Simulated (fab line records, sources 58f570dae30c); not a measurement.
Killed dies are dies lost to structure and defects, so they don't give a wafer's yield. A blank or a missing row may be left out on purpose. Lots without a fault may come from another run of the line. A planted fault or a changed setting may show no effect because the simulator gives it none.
A struck lot beside a sound one | flow berkeley_cmos170 | 42 steps out of a route of 331
Sound: wafers L177.1, L177.3, L177.5. Struck: wafers L181.3, L181.4, L181.6. The cause comes at the end.
At each step with rows: each side's tool, then ch and its chambers, then its first start. Under that, the readings that differ: sound wafers | struck wafers | difference of the means | sigmas: that difference in standard deviations of wafers without a fault.
alike: readings whose means differ by less than 2 such deviations, and words and numbers that are the same on both sides. not compared: withheld readings, readings that some wafer has no value for, bounds like >300 that may hide the same value, and numbers for which the record gives no deviation and whose values overlap.
The two part at a step that has a row with sigmas, a row that says differs or no value, or rows on one side only. Numbers that don't overlap but have no deviation are shown without sigmas and don't part them. A reading that every wafer of one side lacks parts them only if that side has two wafers or more.

UCB170_PWELL_STRIP_16: strips in O2.
  sound on plasma_asher-04 ch 0,1, day 3 05:26; struck on plasma_asher-04 ch 0,1, day 4 04:25
  alike: drypump_motor_current_A, oes_product_au, strip_time_to_endpoint_s
  not compared: rf_hours_counter_h
UCB170_PWELL_TW_MEAS_17:
  sound on film_metro-03, day 3 05:32; struck on film_metro-03, day 4 04:30
  alike: PWELL_TW
then, 5 steps without rows for these wafers: UCB170_PWELL_CLEAN_18 (cleans in SPM, time 600 s); UCB170_PWELL_WET_ETCH_19 (etches Si3N4 in H3PO4, time 14400 s); UCB170_PWELL_WET_ETCH_20 (etches SiO2 in BOE, time 22 s); UCB170_WELLDRIVE_CLEAN_00 (cleans in SPM, time 600 s); UCB170_WELLDRIVE_OXIDATION_01 (target thk 199 nm, ox time 9000 s).
UCB170_WELLDRIVE_THK_MEAS_02:
  sound on film_metro-01, day 3 17:57; struck on film_metro-03, day 4 16:37
  alike: WELLDRIVE_OXIDE_THK
then, 4 steps without rows for these wafers: UCB170_WELLDRIVE_ANNEAL_03 (time 900 s); UCB170_WELLDRIVE_WET_ETCH_04 (etches SiO2 in BOE, time 120 s); UCB170_ACTIVE_CLEAN_00 (cleans in SPM, time 600 s); UCB170_ACTIVE_CLEAN_01 (cleans in dHF, time 60 s).
UCB170_ACTIVE_OXIDATION_02: target thk 26.4 nm, ox time 1260 s.
  sound on furnace-04 ch 0, day 3 23:02; struck on furnace-04 ch 0, day 4 23:31
  reading                                       | sound             | struck           | difference | sigmas
  ox_time_s (s)                                 | 1260 1260 1260    | 1008 1008 1008   | -252       |
  model.SiO2_of_ACTIVE_OXIDATION_02.thk_nm (nm) | 26.45 26.19 26.37 | 24.11 23.4 23.62 | -2.63      |
  alike: tube_center_temp_C
UCB170_ACTIVE_THK_MEAS_03:
  sound on film_metro-02, day 4 00:26; struck on film_metro-02, day 5 00:53
  reading               | sound          | struck         | difference | sigmas
  ACTIVE_OXIDE_THK (nm) | 26.5 26.1 26.4 | 24.1 23.4 23.6 | -2.6       | -5
then, 2 steps without rows for these wafers: UCB170_ACTIVE_ANNEAL_04 (time 900 s); UCB170_ACTIVE_CVD_05 (deposits Si3N4 from SiH2Cl2/NH3, target thk 220 nm, time 3300 s).
UCB170_ACTIVE_THK_MEAS_06:
  sound on film_metro-04, day 4 06:46; struck on film_metro-04, day 5 05:33
  alike: ACTIVE_NITRIDE_THK
then, 6 steps without rows for these wafers: UCB170_ACTIVE_HMDS_07 (prime time 60 s); UCB170_ACTIVE_COAT_08 (resist thk 900 nm); UCB170_ACTIVE_SOFTBAKE_09 (time 60 s); UCB170_ACTIVE_EXPOSE_10 (exposes mask ACTIVE, target cd 1200 nm); UCB170_ACTIVE_PEB_11; UCB170_ACTIVE_DEVELOP_12 (develop time 45 s).
UCB170_ACTIVE_CD_MEAS_13: target cd 1200 nm.
  sound on cd_sem-01, day 4 07:40; struck on cd_sem-02, day 5 06:50
  alike: cd_nm
UCB170_ACTIVE_OVL_MEAS_14:
  sound on overlay-01, day 4 07:47; struck on overlay-02, day 5 06:58
  alike: ACTIVE_OVL
UCB170_ACTIVE_ETCH_15: etches Si3N4 in CH3F/Ar/O2, stops on SiO2, target depth 242 nm, time 151 s.
  sound on rie_diel-03 ch 0,2,3, day 4 07:49; struck on rie_diel-03 ch 0,2,3, day 5 06:59
  alike: drypump_motor_current_A, oes_product_au, throttle_valve_pct
  not compared: rf_hours_counter_h
UCB170_ACTIVE_STRIP_16: strips in O2.
  sound on plasma_asher-03 ch 0,1, day 4 07:55; struck on plasma_asher-02 ch 0,1, day 5 07:07
  alike: drypump_motor_current_A, oes_product_au, strip_time_to_endpoint_s
  not compared: rf_hours_counter_h
UCB170_ACTIVE_CD_MEAS_90: target cd 1200 nm.
  sound on cd_sem-02, day 4 08:01; struck on cd_sem-02, day 5 07:14
  alike: cd_nm
then, 7 steps without rows for these wafers: UCB170_ACTIVE_CLEAN_17 (cleans in SPM, time 600 s); UCB170_PFIELD_HMDS_00 (prime time 60 s); UCB170_PFIELD_COAT_01 (resist thk 900 nm); UCB170_PFIELD_SOFTBAKE_02 (time 60 s); UCB170_PFIELD_EXPOSE_03 (exposes mask PFIELD, target cd 1500 nm); UCB170_PFIELD_PEB_04; UCB170_PFIELD_DEVELOP_05 (develop time 45 s).
UCB170_PFIELD_OVL_MEAS_06:
  sound on overlay-01, day 4 09:46; struck on overlay-02, day 5 11:58
  alike: PFIELD_OVL
then, 1 step without rows for these wafers: UCB170_PFIELD_IMPLANT_07.
UCB170_PFIELD_STRIP_08: strips in O2.
  sound on plasma_asher-04 ch 1, day 4 09:57; struck on plasma_asher-02 ch 0,1, day 5 12:10
  alike: drypump_motor_current_A, oes_product_au, strip_time_to_endpoint_s
  not compared: rf_hours_counter_h
UCB170_PFIELD_TW_MEAS_09:
  sound on film_metro-03, day 4 10:03; struck on film_metro-03, day 5 12:16
  alike: PFIELD_TW
UCB170_FIELD_CLEAN_00: cleans in dHF, time 7.5 s.
  sound on wet_bench-02 ch 2, day 4 10:07; struck on wet_bench-03 ch 2, day 5 12:21
  reading                                       | sound             | struck            | difference | sigmas
  model.SiO2_of_ACTIVE_OXIDATION_02.thk_nm (nm) | 21.37 21.05 21.18 | 19.09 18.27 18.59 | -2.55      |
then, 1 step without rows for these wafers: UCB170_FIELD_OXIDATION_01 (target thk 558.3 nm, ox time 7200 s).
-- the record jumps here: 3 days lie between the struck wafers' starts before and after (it left off in module FIELD and takes up again in module M3, whose first step shown is number 331 of the route) --
UCB170_M3_PROBE_99:
  the record has rows for the struck wafers here (prober-01, day 8 20:52) and none for the sound ones

WHERE THEY PART
First at UCB170_ACTIVE_THK_MEAS_03; last, within this record, at UCB170_M3_PROBE_99.

WHY: what the simulator had put in
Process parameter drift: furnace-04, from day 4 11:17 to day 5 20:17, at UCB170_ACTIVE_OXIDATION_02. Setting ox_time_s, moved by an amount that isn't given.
